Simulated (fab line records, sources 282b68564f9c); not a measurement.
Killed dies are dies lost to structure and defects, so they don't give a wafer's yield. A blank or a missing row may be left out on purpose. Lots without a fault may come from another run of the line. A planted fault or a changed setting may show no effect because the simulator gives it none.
A struck lot beside a sound one | flow rit_cmos | 22 steps out of a route of 202
Sound: wafers L724.3, L724.4, L724.5. Struck: wafers L735.1, L735.2, L735.5. The cause comes at the end.
At each step with rows: each side's tool, then ch and its chambers, then its first start. Under that, the readings that differ: sound wafers | struck wafers | difference of the means | sigmas: that difference in standard deviations of wafers without a fault.
alike: readings whose means differ by less than 2 such deviations, and words and numbers that are the same on both sides. not compared: withheld readings, readings that some wafer has no value for, bounds like >300 that may hide the same value, and numbers for which the record gives no deviation and whose values overlap.
The two part at a step that has a row with sigmas, a row that says differs or no value, or rows on one side only. Numbers that don't overlap but have no deviation are shown without sigmas and don't part them. A reading that every wafer of one side lacks parts them only if that side has two wafers or more.

first, 3 steps without rows for these wafers: RIT_GATE_CLEAN_02 (cleans in dHF, time 30 s); RIT_GATE_CLEAN_03 (cleans in SC2, time 600 s); RIT_GATE_CLEAN_04 (cleans in dHF, time 60 s).
RIT_FOX2_THK_MEAS_91:
  sound on film_metro-01, day 3 05:02; struck on film_metro-01, day 5 10:49
  alike: FIELD_OXIDE_LEFT_2_THK
then, 2 steps without rows for these wafers: RIT_GATE_OXIDATION_05 (target thk 3 nm, ox time 270 s); RIT_GATE_ANNEAL_06 (time 600 s).
RIT_GATE_THK_MEAS_07:
  sound on film_metro-01, day 3 06:25; struck on film_metro-03, day 5 12:13
  alike: GATE_OXIDE_THK
then, 1 step without rows for these wafers: RIT_GATE_CVD_08 (deposits poly-Si from SiH4, target thk 250 nm, time 2220 s).
RIT_GATE_THK_MEAS_09:
  sound on film_metro-02, day 3 08:06; struck on film_metro-01, day 5 13:53
  alike: GATE_POLY_THK
then, 3 steps without rows for these wafers: RIT_GATE_HMDS_10 (prime time 60 s); RIT_GATE_COAT_11 (resist thk 850 nm); RIT_GATE_SOFTBAKE_12 (time 60 s).
RIT_GATE_EXPOSE_13: exposes mask M6, target cd 150 nm.
  sound on iline_stepper-02 ch 0, day 3 08:59; struck on iline_stepper-02 ch 0, day 5 14:26
  alike: mask, focus_offset_nm
then, 2 steps without rows for these wafers: RIT_GATE_PEB_14; RIT_GATE_DEVELOP_15 (develop time 50 s).
RIT_GATE_CD_MEAS_16: target cd 150 nm.
  sound on cd_sem-01, day 3 09:29; struck on cd_sem-01, day 5 14:55
  reading    | sound       | struck | difference                    | sigmas
  cd_nm (nm) | 145 143 145 | - - -  | no value on the struck wafers |
RIT_GATE_OVL_MEAS_17:
  sound on overlay-02, day 3 09:35; struck on overlay-02, day 5 15:02
  alike: GATE_OVL
then, 1 step without rows for these wafers: RIT_GATE_HARDBAKE_18 (time 60 s).
RIT_GATE_ETCH_19: etches poly-Si in SF6/CHF3/O2, stops on SiO2, time 165 s, target depth 312.5 nm.
  sound on rie_si-02 ch 1,2,3, day 3 09:45; struck on rie_si-01 ch 0,2,3, day 5 15:13
  alike: SF6_flow_sccm, drypump_motor_current_A, oes_product_au, throttle_valve_pct
  not compared: rf_hours_counter_h
RIT_GATE_STRIP_20: strips in O2, time 180 s.
  sound on plasma_asher-02 ch 0,1, day 3 09:55; struck on plasma_asher-02 ch 0,1, day 5 15:20
  alike: drypump_motor_current_A
  not compared: rf_hours_counter_h
RIT_GATE_CD_MEAS_90: target cd 150 nm.
  sound on cd_sem-01, day 3 10:05; struck on cd_sem-01, day 5 15:31
  reading    | sound       | struck | difference                    | sigmas
  cd_nm (nm) | 145 144 145 | - - -  | no value on the struck wafers |
then, 1 step without rows for these wafers: RIT_REOX_CLEAN_00 (cleans in SC1, time 600 s).

WHERE THEY PART
First at RIT_GATE_CD_MEAS_16; last, within this record, at RIT_GATE_CD_MEAS_90.

WHY: what the simulator had put in
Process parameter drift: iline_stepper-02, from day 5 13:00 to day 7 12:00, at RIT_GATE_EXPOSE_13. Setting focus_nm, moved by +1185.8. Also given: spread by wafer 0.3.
